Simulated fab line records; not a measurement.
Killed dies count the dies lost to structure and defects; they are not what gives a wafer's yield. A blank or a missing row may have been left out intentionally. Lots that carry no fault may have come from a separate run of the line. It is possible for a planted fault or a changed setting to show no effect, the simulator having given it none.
Split-lot trial | flow rit cmos | 5 lots, 23 wafers read, on a route of 202 steps

THE SPLIT ITSELF
At RIT_PLDD_COAT_01 (resist thk 1000 nm), the setting resist thk nm was moved away from the recipe's 1000 nm on 10 of the 23 wafers read, by -5.9% to +5.6%. This setting was run at the recipe's value on the other wafers.

FROM SPLIT TO READING: 1 step shown by the file between the two
- RIT_PLDD_DEVELOP_05: develop time 50 s (also split here: develop time s)

THE READING
NOVOLAK_of_PLDD_COAT_01.thk nm (the simulator's own value, which no gauge read), in nm, at RIT_PLDD_HARDBAKE_07 (time 60 s). The file does not state a usual value for it. Across the 13 wafers here that went through the recipe, the average is 886.6 nm and the standard deviation 2.5 nm.

wafer  | tool, chamber at the split | resist thk nm as run, nm | against the recipe | NOVOLAK_of_PLDD_COAT_01.thk nm, nm | against lot-mates on the recipe
L077.1 | litho track-02, 0          | 1000                     | recipe             | 883.3                              | -
L077.2 | litho track-02, 0          | 959.3                    | -4.1%              | 849.2                              | -33.3
L077.4 | litho track-02, 0          | 959.3                    | -4.1%              | 848.7                              | -33.8
L077.5 | litho track-02, 0          | 959.3                    | -4.1%              | 847.8                              | -34.7
L077.6 | litho track-02, 0          | 1000                     | recipe             | 881.7                              | -
L079.1 | litho track-02, 0          | 940.8                    | -5.9%              | 837.4                              | -52.0
L079.2 | litho track-02, 0          | 940.8                    | -5.9%              | 836.2                              | -53.2
L079.3 | litho track-02, 0          | 1000                     | recipe             | 889.6                              | -
L079.4 | litho track-02, 0          | 1000                     | recipe             | 889.2                              | -
L079.6 | litho track-02, 0          | 940.8                    | -5.9%              | 835.9                              | -53.5
L081.2 | litho track-01, 0          | 1000                     | recipe             | 890                                | -
L081.5 | litho track-01, 0          | 1000                     | recipe             | 889.3                              | -
L081.6 | litho track-01, 0          | 1000                     | recipe             | 887.9                              | -
L082.1 | litho track-01, 0          | 1049                     | +4.9%              | 930                                | +44.1
L082.2 | litho track-01, 0          | 1000                     | recipe             | 887.1                              | -
L082.3 | litho track-01, 0          | 1049                     | +4.9%              | 929                                | +43.1
L082.4 | litho track-01, 0          | 1000                     | recipe             | 885.9                              | -
L082.6 | litho track-01, 0          | 1000                     | recipe             | 884.6                              | -
L085.2 | litho track-02, 0          | 1000                     | recipe             | 887                                | -
L085.3 | litho track-02, 0          | 1056                     | +5.6%              | 934.7                              | +49.1
L085.4 | litho track-02, 0          | 1000                     | recipe             | 884.9                              | -
L085.5 | litho track-02, 0          | 1056                     | +5.6%              | 933.2                              | +47.6
L085.6 | litho track-02, 0          | 1000                     | recipe             | 884.8                              | -

THE FIT
A straight line over all 23 wafers: NOVOLAK_of_PLDD_COAT_01.thk nm changes by +8.67 nm for each +1% of resist thk nm; r = +1.00; the points scatter about the line by 2.3 nm.
The same after taking each lot's own level away (the mean of its wafers on the recipe; 23 wafers): +8.75 nm for each +1%; r = +1.00; scatter 1.1 nm.
That fit puts the effect of the largest move of resist thk nm on the reading at 52 nm.
The span of the lots' own levels, 882.50 to 889.40 nm, comes to 2.7 times the standard deviation stated above.
The two slopes agree, so the slope changes little with the lot-to-lot level.
Check: -51.7 nm against its lot-mates is what the line predicts for one of the wafers moved furthest among these (-5.9%) when that wafer is left out of the fit. It came out at -52 nm against them.

OTHER SPLITS APPLIED TO THESE WAFERS
Note: prior to the reading, these wafers also went through further splits. Each is held against what the fit with the lots' levels taken away leaves over:
other split on the same wafers     | wafers away from the commonest value | r with NOVOLAK_of_PLDD_COAT_01.thk nm (lot level and that fit taken away)
RIT_ACTIVE_COAT_06 spin rpm        | 11                                   | +0.19
RIT_NWELL_IMPLANT_08 energy kev    | 8                                    | -0.15
RIT_PWELL_COAT_01 resist thk nm    | 10                                   | -0.35
RIT_PWELL_IMPLANT_08 energy kev    | 6                                    | +0.21
RIT_PRETRO_SOFTBAKE_02 temp c      | 8                                    | +0.11
RIT_GATE_CVD_08 time s             | 15                                   | +0.27
RIT_GATE_ETCH_19 rf w              | 8                                    | -0.40
RIT_NLDD_COAT_01 resist thk nm     | 8                                    | -0.26
RIT_PLDD_DEVELOP_05 develop time s | 7                                    | -0.05

THE WHOLE CHAIN: every reading that the file lists as answering this split, in the file's order
step                 | what it does       | reading                                                                         | change (the file's fit)              | r (the file's)
RIT_PLDD_COAT_01     | resist thk 1000 nm | NOVOLAK_of_PLDD_COAT_01.thk nm (the simulator's own value, which no gauge read) | +10 nm for each +1% of the setting   | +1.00
RIT_PLDD_HARDBAKE_07 | time 60 s          | NOVOLAK_of_PLDD_COAT_01.thk nm (the simulator's own value, which no gauge read) | +8.75 nm for each +1% of the setting | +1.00

THE FILE'S OWN FIT
NOVOLAK_of_PLDD_COAT_01.thk nm changes by +8.75 nm for each +1% of resist thk nm, r = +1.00.
